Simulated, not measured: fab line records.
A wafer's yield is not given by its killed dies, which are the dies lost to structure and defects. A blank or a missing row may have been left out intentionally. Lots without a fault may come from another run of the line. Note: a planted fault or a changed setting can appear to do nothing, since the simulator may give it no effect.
Problem report, 8D (eight disciplines) form, completed by code ; flow berkeley cmos170 ; the parts of the form that need people (team, actions taken, sign-off) are left out

## 1. THE PROBLEM
Mean V1_TEOS_THK at UCB170_V1_THK_MEAS_01: 1494 nm over 4 wafers in 2 lots; fault-free wafers: 1998 nm, standard deviation 24. That is -21 standard deviations from the usual mean.
Earliest sighting: wafer L993.1 on film metro-01 at day 8 08:41. Wafers with a number at this step in the record: 41, from 14 lots. Rule for "out" (also "out of limits"): further than 4 standard deviations from the usual mean. Any other wafer with a number is counted as sound.

## 2. WHAT THIS IS AND IS NOT
question;is;is not
which readings at this step;V1_TEOS_THK;-
which lots;L993, L996;L103, L105, L106, L107, L108, L109, L112, L989, L990, L991, L992, L995
which wafers of those lots;L993.1, L993.4, L996.2, L996.5;L993.3
read on which gauges;film metro-01;film metro-02, film metro-04
when;from day 8 08:41;"up to then (13 sound wafers); but 24 sound wafers of L103, L105, L106, L107, L108, L109, L112, L995 came after"

## 3. SUSPECTS, AND WHAT RULES EACH OUT
Counting: any tool at a process step up to the reading remains a suspect provided it ran every lot that is out. Sound lots after the first of them don't rule it out here, since some wafers of a struck lot are sound.
- the gauge at UCB170_V1_THK_MEAS_01: kept. All the wafers that are out were read on film metro-01, and no step on other tools shows them out.
- pecvd-03 at UCB170_V1_CVD_00 (deposits SiO2 from TEOS/O2, target thk 2000 nm, time 250 s): kept. It ran every lot that is out, first L993 (day 8 08:27); its last sound lot up to then is L992 (day 8 05:02).
- The sound lot-mates ran in chamber 1 of pecvd-03 at UCB170_V1_CVD_00, but the wafers that are out ran in chamber 0.
What counting leaves: pecvd-03 at UCB170_V1_CVD_00 and film metro-01 at UCB170_V1_THK_MEAS_01.

## 4. THE CAUSE (what the simulator had put in)
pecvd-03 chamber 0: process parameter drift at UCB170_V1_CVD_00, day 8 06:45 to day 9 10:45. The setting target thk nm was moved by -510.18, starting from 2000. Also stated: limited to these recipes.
After counting, 2 suspects remain, this tool included.

## 5. THE EFFECT CHAIN, in route order
Each row: a reading where the mean over the struck wafers with a number is more than 3 standard deviations away from the usual. Readings are gone through only where the record gives a usual standard deviation; hours: the median, over the lots, of the time from a lot's start at the first step in this table giving one to that lot's start at this step; sigmas: the change measured in usual standard deviations.
hours;step;reading;usual;on struck wafers;change;sigmas
0;UCB170_V1_THK_MEAS_01;V1_TEOS_THK;1998 nm;1494;-504;-21
Later steps that measure or inspect, where all struck wafers having a row at the step show a number for every such reading and not one has moved that far: UCB170_M2_THK_MEAS_03.

## 6. HOW IT WOULD HAVE BEEN CAUGHT EARLIER
In this record the first reading out of limits at a measuring or inspecting step was taken at day 8 08:41, 2 hours after the fault began at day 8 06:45.
An alarm limit of 4 standard deviations would not have fired on the tool readings at UCB170_V1_CVD_00 for which the record gives a usual standard deviation, since none of them was out on any struck wafer.
Among the 2 lots that are out, L996 began UCB170_V1_CVD_00 on pecvd-03 after day 8 08:41. A tool hold placed at that time would have kept it from harm.
